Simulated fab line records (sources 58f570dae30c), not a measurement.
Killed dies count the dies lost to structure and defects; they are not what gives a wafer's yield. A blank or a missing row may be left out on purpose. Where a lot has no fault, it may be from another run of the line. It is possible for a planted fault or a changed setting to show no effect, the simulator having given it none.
A lot that was struck, set against a sound lot + flow berkeley-cmos170 + 22 steps out of a route of 331
Sound: the wafers L179.2, L179.3, L179.5. The struck wafers were L185.2, L185.5, L185.6. The cause is named last.
At each step with rows: each side's tool, then ch and its chambers, then its first start. Under that, the readings that differ: sound wafers + struck wafers + difference of the means + sigmas: that difference in standard deviations of wafers without a fault.
alike: readings whose means differ by less than 2 such deviations, and words and numbers that are the same on both sides. not compared: withheld readings, readings that some wafer has no value for, bounds like >300 that may hide the same value, and numbers for which the record gives no deviation and whose values overlap.
Wherever a step has rows on one side only, a row that says differs or no value, or a row with sigmas, the two part there. Numbers that don't overlap but have no deviation are shown without sigmas and don't part them. A reading that every wafer of one side lacks parts them only if that side has two wafers or more.

first, 6 steps without rows for these wafers: UCB170_ZERO_HMDS_00 (prime time 60 s); UCB170_ZERO_COAT_01 (resist thk 900 nm); UCB170_ZERO_SOFTBAKE_02 (time 60 s); UCB170_ZERO_EXPOSE_03 (exposes mask PM MARKS, target cd 4000 nm); UCB170_ZERO_PEB_04; UCB170_ZERO_DEVELOP_05 (develop time 45 s).
UCB170_ZERO_ETCH_06: etches SiO2 in CHF3/CF4/Ar, time 12 s.
  sound on rie-diel-03 ch 0,1, day 3 03:10; struck on rie-diel-03 ch 0,1,3, day 4 06:55
  alike: drypump-motor-current-A, mfc-ar-sccm, oes-product-au, throttle-valve-pct
  not compared: rf-hours-counter-h
UCB170_ZERO_STRIP_07: strips in O2.
  sound on plasma-asher-03 ch 0,1, day 3 03:11; struck on plasma-asher-01 ch 0,1, day 4 06:56
  alike: drypump-motor-current-A, oes-product-au, strip-time-to-endpoint-s
  not compared: rf-hours-counter-h
then, 2 steps without rows for these wafers: UCB170_NWELL_WET_ETCH_00 (etches SiO2 in dHF, time 200 s); UCB170_NWELL_OXIDATION_01 (target thk 26.4 nm, ox time 1260 s).
UCB170_NWELL_THK_MEAS_02:
  sound: film-metro-03 at day 3 08:26; struck: film-metro-03 at day 4 10:38
  alike: NWELL_OXIDE_THK
then, 1 step without rows for these wafers: UCB170_NWELL_ANNEAL_03 (time 900 s).
UCB170_NWELL_CVD_04: deposits Si3N4 from SiH2Cl2/NH3, target thk 224 nm, time 3360 s.
  sound on lpcvd-01 ch 1, day 3 12:37; struck on lpcvd-01 ch 0, day 4 14:52
| reading                                 | sound             | struck            | difference | sigmas |
|-----------------------------------------|-------------------|-------------------|------------|--------|
| nh3-flow-sccm (sccm)                    | 74.84 75.09 75.14 | 90.09 90.02 89.91 | +14.98     | +60    |
| model.Si3N4_of_NWELL_CVD_04.thk-nm (nm) | 224.4 221.1 221.7 | 257.6 257.9 258.5 | +35.6      |        |
UCB170_NWELL_THK_MEAS_05:
  sound: film-metro-02 at day 3 14:33; struck: film-metro-04 at day 4 17:08
| reading                | sound             | struck            | difference | sigmas |
|------------------------|-------------------|-------------------|------------|--------|
| NWELL_NITRIDE_THK (nm) | 224.5 221.0 221.7 | 257.5 257.9 258.4 | +35.5      | +19    |
  not compared: hold
then, 5 steps without rows for these wafers: UCB170_NWELL_COAT_07 (resist thk 900 nm); UCB170_NWELL_SOFTBAKE_08 (time 60 s); UCB170_NWELL_EXPOSE_09 (exposes mask NWELL, target cd 3000 nm); UCB170_NWELL_PEB_10; UCB170_NWELL_DEVELOP_11 (develop time 45 s).
UCB170_NWELL_OVL_MEAS_12:
  sound: overlay-01 at day 3 15:43; struck: overlay-01 at day 4 22:32
  alike: NWELL_OVL
UCB170_NWELL_ETCH_13: etches Si3N4 in CH3F/Ar/O2, stops on SiO2, target depth 246.4 nm, time 154 s.
  sound on rie-diel-02 ch 1,2,3, day 3 15:45; struck on rie-diel-04 ch 1,2,3, day 4 22:34
| reading                  | sound             | struck            | difference | sigmas |
|--------------------------|-------------------|-------------------|------------|--------|
| oes-product-au (a.u.)    | 0.915 0.931 0.914 | 0.984 0.992 0.995 | +0.070     | +5     |
| model.etch.depth-nm (nm) | 224.4 221.1 221.7 | 238.4 243 244.6   | +19.6      |        |
  alike: CH3F_flow_sccm, O2_flow_sccm, drypump-motor-current-A, mfc-ar-sccm, throttle-valve-pct
  not compared: rf-hours-counter-h
following that, these wafers have no rows for 1 step: UCB170_NWELL_IMPLANT_14.

## WHERE THEY PART
At UCB170_NWELL_CVD_04 first; at UCB170_NWELL_ETCH_13 last (within this record only).

WHY: whatever the simulator had introduced
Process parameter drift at UCB170_NWELL_CVD_04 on lpcvd-01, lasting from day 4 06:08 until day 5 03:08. A move of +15 in setting nh3-flow-sccm, from 75. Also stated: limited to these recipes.
